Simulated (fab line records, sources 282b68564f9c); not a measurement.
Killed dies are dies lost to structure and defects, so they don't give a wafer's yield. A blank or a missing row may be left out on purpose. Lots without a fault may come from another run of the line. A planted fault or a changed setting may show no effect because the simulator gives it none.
Problem report in the 8D (eight disciplines) form, filled by code | flow rit_cmos | the parts of the form that need people (team, actions taken, sign-off) are left out

1. THE PROBLEM
beam_energy_keV at RIT_NRETRO_IMPLANT_08 reads a mean of 65.905 on 6 wafers of 2 lots; wafers without a fault read 69.996 with a standard deviation of 0.023. That is -99 or more standard deviations from the usual mean.
First seen on wafer L904.2, day 5 15:52, on implanter-03. The record holds 42 wafers of 14 lots with a number at this step. Rule for "out", or "out of limits": more than 4 standard deviations from the usual mean. The other wafers with a number count as sound.

2. WHAT IT IS AND WHAT IT IS NOT
question                    | is                     | is not
which readings at this step | beam_energy_keV        | -
which lots                  | L904, L905             | L888, L889, L891, L892, L893, L894, L895, L896, L906, L907, L909, L911
which wafers of those lots  | all that have a number | -
read on which tools         | implanter-03           | implanter-01, implanter-02
when                        | from day 5 15:52       | up to then (24 sound wafers); but 12 sound wafers of L906, L907, L909, L911 came after

3. SUSPECTS, AND WHAT RULES EACH OUT
Counting: a tool at a process step up to the reading stays a suspect if it ran every lot that is out and no sound lot after the first of them.
- implanter-03 at RIT_NRETRO_IMPLANT_08: kept. It ran every lot that is out, first L904 (day 5 15:52), and no sound lot after that; its last sound lot up to then is L895 (day 3 17:04). Its own readings are out on those wafers: beam_energy_keV.
Left after counting: implanter-03 at RIT_NRETRO_IMPLANT_08.

4. THE CAUSE (what the simulator had put in)
Process parameter drift: implanter-03, from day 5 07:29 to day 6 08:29, at RIT_NRETRO_IMPLANT_08. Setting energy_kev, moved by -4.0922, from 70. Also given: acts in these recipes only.
Counting left only this tool.

5. THE CHAIN OF EFFECTS, in route order
Each row: a reading whose mean over the struck wafers that have a number lies more than 3 standard deviations from the usual. Only readings for which the record gives a usual standard deviation are gone through. hours: the time from each lot's start at the first step in this table that gives one to its start at this step, as a median over the lots. sigmas: the change in usual standard deviations.
hours | step                  | reading         | usual  | on struck wafers | change | sigmas
0     | RIT_NRETRO_IMPLANT_08 | beam_energy_keV | 69.996 | 65.905           | -4.091 | -99 or more
0     | RIT_NRETRO_TW_MEAS_10 | NRETRO_TW       | 1050   | 1035             | -15    | -3.0
The process steps in it:
- RIT_NRETRO_IMPLANT_08

6. WHAT WOULD HAVE CAUGHT IT SOONER
In this record the first reading out of limits was taken at day 5 15:52, 8 hours after the fault began at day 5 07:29.
